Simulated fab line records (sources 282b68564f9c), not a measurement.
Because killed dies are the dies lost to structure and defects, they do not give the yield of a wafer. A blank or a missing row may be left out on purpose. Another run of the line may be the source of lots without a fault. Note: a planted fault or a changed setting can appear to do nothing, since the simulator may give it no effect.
fab line records + flow rit_cmos + part 2 of 2: steps 40 to 43 of 43
[record]
- lots = 6
- wafers = 18
- last_day = 6
route steps=202 shown SDANNEAL@155 PSD@157 NSD@158 PLDD@159 NLDD@160 SILICIDE@161 CONTACT@168 M1@184
lots untouched by any fault: they come from a run of this same line in which no faults occurred
start_h: the number of hours between the record's first day and the start of the first shown wafer of the lot + wait_h: hours elapsed since this lot's preceding step + " the same as in the row above + L1.1+2: a row that stands for several wafers + - no value present, or no start provided + * or withheld: withheld + < > ~ a bound
route shown NAME@n: a module of which the file shows steps, and the number in the route of the first + usual: mean/standard deviation of fault-free wafers + same: alike in all rows + chamber/n: place in a boat + sites: per-site readings + _std_site: the standard deviation of these + _edge_site: the outer-site mean with the inner-site mean subtracted + radius_mm: for every site, how far away it sits from the centre of the wafer + mask NAME#n: copy n + behind: the most recent tool/chamber to have shaped the wafer + hold: cause of the lot's hold/its duration in hours/its outcome + device: which transistor (n, p or np) failed to switch + end of line: the route-end tests of the same wafers + a step given without rows: its recipe and nothing more + killed: the dies lost at the first sort to structure and to defects; this is not the yield of the wafer + map: the dies of a wafer, with x for killed, . for not killed, _ for no die there
set.NAME: the setting the step ran with; set.NAME@STEP: the setting that earlier step ran with + model.NAME: the simulator's own value behind a step, which no gauge read
lots at some steps of the route; a table a step, a row a wafer
services: from which hour (start_h, from the record's first day; less than 0 if before it) a tool's chamber was out of use, for how many hours, and why
[[steps]]
[step RIT_M1_OVL_MEAS_10]
[usual]
- M1_OVL = -0.4/1.6
| lot.wafer | tool       | chamber | start_h | wait_h | M1_OVL[nm] |
|-----------|------------|---------|---------|--------|------------|
| L797.2    | overlay-02 | -       | 78.57   | 0.1    | -0.5       |
| L797.3    | "          | -       | "       | "      | -0.8       |
| L797.6    | "          | -       | "       | "      | 0.1        |
| L799.1    | overlay-01 | -       | 86.37   | 0.1    | -2.7       |
| L799.2    | "          | -       | "       | "      | -1.8       |
| L799.6    | "          | -       | "       | "      | -3.8       |
| L802.2    | overlay-02 | -       | 108.99  | 0.1    | 0.0        |
| L802.3    | "          | -       | "       | "      | -0.1       |
| L802.5    | "          | -       | "       | "      | 0.8        |
| L806.2    | overlay-01 | -       | 121.20  | 0.1    | -0.4       |
| L806.3    | "          | -       | "       | "      | -0.6       |
| L806.4    | "          | -       | "       | "      | -0.7       |
| L807.1    | overlay-01 | -       | 126.32  | 0.1    | 1.5        |
| L807.4    | "          | -       | "       | "      | -2.7       |
| L807.6    | "          | -       | "       | "      | 2.3        |
| L811.2    | overlay-01 | -       | 145.79  | 0.1    | -1.9       |
| L811.4    | "          | -       | "       | "      | -0.4       |
| L811.6    | "          | -       | "       | "      | -1.6       |
[step RIT_M1_HARDBAKE_11]
[recipe]
- resist = NOVOLAK
- temp_c = 140
- time_s = 120
[step RIT_M1_METAL_ETCH_12]
[recipe]
- stop_on = SiO2
- chemistry = Cl2/BCl3
- target = Al
- time_s = 165
- over_etch_frac = 0.5
- pressure_mtorr = 100
- target_depth_a = 6000
- rf_w = 250
- Cl2_flow_sccm = 60
- bcl3_flow_sccm = 50
[step RIT_M1_PROBE_99]
[usual]
- killed_at_contacts = 0.1/0.27
- killed_at_front_end = 7/3
- killed_dies = 7.0/3
- killed_open = 3.5/2.1
- killed_short = 3.4/1.9
[same]
- gross_dies = 264
- killed_at_M0_to_M3 = 0
- killed_at_M4_up = 0
- killed_at_back_side = 0
- killed_at_other = 0
| lot.wafer | tool      | chamber | start_h | wait_h | killed_at_contacts | killed_at_front_end | killed_dies | killed_open | killed_short | model.etest.nplus_sal.rs_ohm_sq_rim_less_centre | model.etest.nplus_sal.rs_ohm_sq_range | model.etest.npoly_sal.rs_ohm_sq | model.etest.pplus_sal.rs_ohm_sq | model.etest.ppoly_sal.rs_ohm_sq | model.etest.nplus_sal.rs_ohm_sq | model.etest.pplus_sal.line_ohm_um | model.etest.nplus_sal.line_ohm_um |
|-----------|-----------|---------|---------|--------|--------------------|---------------------|-------------|-------------|--------------|-------------------------------------------------|---------------------------------------|---------------------------------|---------------------------------|---------------------------------|---------------------------------|-----------------------------------|-----------------------------------|
| L797.2    | prober-01 | -       | 81.28   | 0.1    | 0                  | 6                   | 6           | 3           | 3            | 0.1316                                          | 0.1679                                | 4.327                           | 4.291                           | 4.283                           | 4.27                            | 1.244                             | 1.247                             |
| L797.3    | prober-01 | -       | 81.33   | 0.2    | 1                  | 4                   | 5           | 2           | 3            | 0.0824                                          | 0.1459                                | 4.377                           | 4.275                           | 4.309                           | 4.308                           | 1.226                             | 1.242                             |
| L797.6    | prober-01 | -       | 81.48   | 0.2    | 0                  | 8                   | 8           | 5           | 3            | 0.1                                             | 0.1245                                | 4.289                           | 4.224                           | 4.229                           | 4.258                           | 1.23                              | 1.221                             |
| L799.1    | prober-01 | -       | 89.07   | 0.1    | 0                  | 3                   | 3           | 3           | 0            | 0.0101                                          | 0.05267                               | 4.396                           | 4.428                           | 4.404                           | 4.391                           | 1.267                             | 1.275                             |
| L799.2    | prober-01 | -       | 89.12   | 0.1    | 0                  | 10                  | 10          | 5           | 5            | 0.03121                                         | 0.05952                               | 4.404                           | 4.375                           | 4.338                           | 4.34                            | 1.278                             | 1.257                             |
| L799.6    | prober-01 | -       | 89.32   | 0.2    | 0                  | 8                   | 8           | 5           | 3            | 0.01959                                         | 0.04771                               | 4.417                           | 4.373                           | 4.383                           | 4.353                           | 1.273                             | 1.258                             |
| L802.2    | prober-02 | -       | 111.75  | 0.1    | 0                  | 11                  | 11          | 5           | 6            | -1.162                                          | 1.176                                 | 3.946                           | 3.94                            | 3.925                           | 3.947                           | 1.135                             | 1.134                             |
| L802.3    | prober-02 | -       | 111.80  | 0.2    | 0                  | 12                  | 12          | 7           | 5            | -1.175                                          | 1.205                                 | 4.029                           | 3.978                           | 3.991                           | 3.954                           | 1.161                             | 1.161                             |
| L802.5    | prober-02 | -       | 111.90  | 0.2    | 0                  | 6                   | 6           | 4           | 2            | -1.195                                          | 1.207                                 | 3.97                            | 3.961                           | 3.933                           | 3.923                           | 1.138                             | 1.128                             |
| L806.2    | prober-02 | -       | 123.78  | 0.1    | 0                  | 8                   | 8           | 6           | 2            | -1.194                                          | 1.215                                 | 3.975                           | 3.937                           | 3.94                            | 3.924                           | 1.126                             | 1.147                             |
| L806.3    | prober-02 | -       | 123.83  | 0.2    | 0                  | 7                   | 7           | 3           | 4            | -1.206                                          | 1.219                                 | 3.935                           | 3.939                           | 3.947                           | 3.923                           | 1.141                             | 1.124                             |
| L806.4    | prober-02 | -       | 123.88  | 0.2    | 0                  | 7                   | 7           | 6           | 1            | -1.189                                          | 1.234                                 | 4.014                           | 3.96                            | 3.959                           | 3.915                           | 1.133                             | 1.121                             |
| L807.1    | prober-01 | -       | 129.04  | 0.1    | 0                  | 7                   | 7           | 4           | 3            | -0.05105                                        | 0.08053                               | 4.392                           | 4.34                            | 4.362                           | 4.319                           | 1.264                             | 1.26                              |
| L807.4    | prober-01 | -       | 129.19  | 0.2    | 0                  | 8                   | 8           | 6           | 2            | -0.003872                                       | 0.07748                               | 4.339                           | 4.299                           | 4.274                           | 4.283                           | 1.238                             | 1.237                             |
| L807.6    | prober-01 | -       | 129.29  | 0.2    | 1                  | 6                   | 7           | 3           | 4            | -0.03149                                        | 0.0936                                | 4.344                           | 4.318                           | 4.325                           | 4.287                           | 1.255                             | 1.231                             |
| L811.2    | prober-01 | -       | 148.37  | 0.1    | 0                  | 4                   | 4           | 1           | 3            | -0.03996                                        | 0.06142                               | 4.38                            | 4.342                           | 4.346                           | 4.326                           | 1.234                             | 1.238                             |
| L811.4    | prober-01 | -       | 148.47  | 0.2    | 0                  | 5                   | 5           | 3           | 2            | -0.04625                                        | 0.09234                               | 4.365                           | 4.311                           | 4.324                           | 4.276                           | 1.258                             | 1.259                             |
| L811.6    | prober-01 | -       | 148.57  | 0.2    | 0                  | 3                   | 3           | 1           | 2            | -0.06368                                        | 0.0849                                | 4.338                           | 4.324                           | 4.312                           | 4.315                           | 1.256                             | 1.262                             |
// killed by level:class
L797.2 GATE:geometric_particle:short=2 FOX1:geometric_particle:open=1 GATE:geometric_particle:open=1 SPACER:geometric_particle:open=1 SILICIDE:geometric_particle:short=1
L797.3 GATE:geometric_particle:short=2 FOX1:geometric_particle:short=1 FOX1:geometric_particle:open=1 CONTACT:geometric_particle:open=1
L797.6 REOX:geometric_particle:open=3 SILICIDE:geometric_particle:short=3 FOX1:geometric_particle:open=1 GATE:geometric_particle:open=1
L799.1 GATE:geometric_particle:open=2 SILICIDE:geometric_particle:open=1
L799.2 FOX1:geometric_particle:short=2 REOX:geometric_particle:open=2 SILICIDE:geometric_particle:open=2 FOX2:geometric_particle:short=1 GATE:geometric_particle:open=1 SPACER:geometric_particle:short=1 SILICIDE:geometric_particle:short=1
L799.6 REOX:geometric_particle:open=2 FOX1:geometric_particle:open=1 FOX2:geometric_particle:short=1 GATE:geometric_particle:short=1 GATE:geometric_particle:open=1 REOX:geometric_particle:short=1 SILICIDE:geometric_particle:open=1
L802.2 GATE:geometric_particle:short=3 GATE:geometric_particle:open=2 FOX1:geometric_particle:short=1 FOX2:geometric_particle:open=1 REOX:geometric_particle:open=1 REOX:geometric_particle:short=1 SILICIDE:geometric_particle:short=1 SILICIDE:geometric_particle:open=1
L802.3 GATE:geometric_particle:open=3 FOX1:geometric_particle:short=2 GATE:geometric_particle:short=2 SILICIDE:geometric_particle:open=2 FOX1:geometric_particle:open=1 FOX2:geometric_particle:short=1 REOX:geometric_particle:open=1
L802.5 FOX1:geometric_particle:open=2 FOX2:geometric_particle:open=1 GATE:geometric_particle:open=1 REOX:geometric_particle:short=1 SILICIDE:geometric_particle:short=1
L806.2 GATE:geometric_particle:open=2 FOX1:geometric_particle:short=1 FOX2:geometric_particle:open=1 GATE:geometric_particle:short=1 REOX:geometric_particle:open=1 SPACER:geometric_particle:open=1 SILICIDE:geometric_particle:open=1
L806.3 SILICIDE:geometric_particle:short=2 FOX1:geometric_particle:short=1 REOX:geometric_particle:open=1 SPACER:geometric_particle:open=1 SPACER:geometric_particle:short=1 SILICIDE:geometric_particle:open=1
L806.4 SILICIDE:geometric_particle:open=2 FOX1:geometric_particle:open=1 FOX2:geometric_particle:open=1 GATE:geometric_particle:open=1 SPACER:geometric_particle:open=1 SPACER:geometric_particle:short=1
L807.1 FOX1:geometric_particle:short=2 FOX2:geometric_particle:open=2 FOX2:geometric_particle:short=1 GATE:geometric_particle:open=1 REOX:geometric_particle:open=1
L807.4 FOX2:geometric_particle:open=2 GATE:geometric_particle:open=2 REOX:geometric_particle:open=2 SPACER:geometric_particle:short=1 SILICIDE:geometric_particle:short=1
L807.6 FOX1:geometric_particle:short=1 GATE:geometric_particle:open=1 GATE:geometric_particle:short=1 SPACER:geometric_particle:short=1 SILICIDE:geometric_particle:open=1 SILICIDE:geometric_particle:short=1 CONTACT:geometric_particle:open=1
L811.2 REOX:geometric_particle:short=2 REOX:geometric_particle:open=1 SPACER:geometric_particle:short=1
L811.4 SILICIDE:geometric_particle:open=2 GATE:geometric_particle:short=1 REOX:geometric_particle:open=1 REOX:geometric_particle:short=1
L811.6 FOX1:geometric_particle:short=1 FOX2:geometric_particle:short=1 GATE:geometric_particle:open=1
[[services]]
| tool           | chamber | start_h | hours | kind           |
|----------------|---------|---------|-------|----------------|
| rie_diel-02    | 0       | 62.04   | -     | clean          |
| rie_diel-02    | 0       | 62.04   | 20.6  | scheduled_down |
| rie_diel-02    | 0       | 62.04   | 20.6  | vent_cycle     |
| rie_diel-02    | 1       | 66.11   | 4.4   | repair         |
| rie_diel-04    | 2       | 71.65   | 5.1   | repair         |
| rie_diel-02    | 3       | 77.78   | 5.2   | repair         |
| rie_diel-04    | 3       | 86.38   | 5.6   | repair         |
| rie_diel-04    | 3       | 109.74  | 5.1   | repair         |
| pvd_sputter-04 | -       | 111.11  | 2.1   | repair         |
| pvd_sputter-01 | -       | 116.34  | 0.8   | repair         |
| rtp_anneal-02  | -       | 122.76  | 3.2   | pm             |
| rie_diel-02    | 0       | 130.28  | 9.4   | repair         |
| rie_diel-02    | -       | 132.17  | 2.4   | repair         |
| rie_diel-01    | 3       | 133.35  | 11.7  | repair         |
| rie_diel-04    | 1       | 133.55  | -     | clean          |
| rie_diel-04    | 1       | 133.55  | 14.6  | scheduled_down |
| rie_diel-04    | 1       | 133.55  | 14.6  | vent_cycle     |
| pvd_sputter-02 | -       | 143.79  | 8.6   | repair         |
[[key]]
first_sign none at tools or gauges
[model_effect]
- step = RIT_M1_PROBE_99
- value = etest.nplus_sal.rs_ohm_sq_rim_less_centre
- without = 0.07234
- struck = -1.187
met_at RIT_SILICIDE_RTA_06
struck_wafers L802.2,L802.3,L802.5,L806.2,L806.3,L806.4
tester_left_out L802,L806
onset_between 82.61 104.99
also_fits RIT_M1_SPUTTER_00:pvd_sputter-04
[fault]
- kind = process_parameter_drift
- tool = rtp_anneal-01
- chamber = -
- onset_h = 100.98
- steps = RIT_SILICIDE_RTA_06
- channel = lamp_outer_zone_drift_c
- offset = 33
- shape = step
- end_h = 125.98
// tester_left_out: of these lots the tester's yield and bins aren't shown, on N5 and GAA mostly nor the transistor test; their killed dies are dies lost to structure and defects alone, not to doping, threshold or leakage, so they don't give the yield
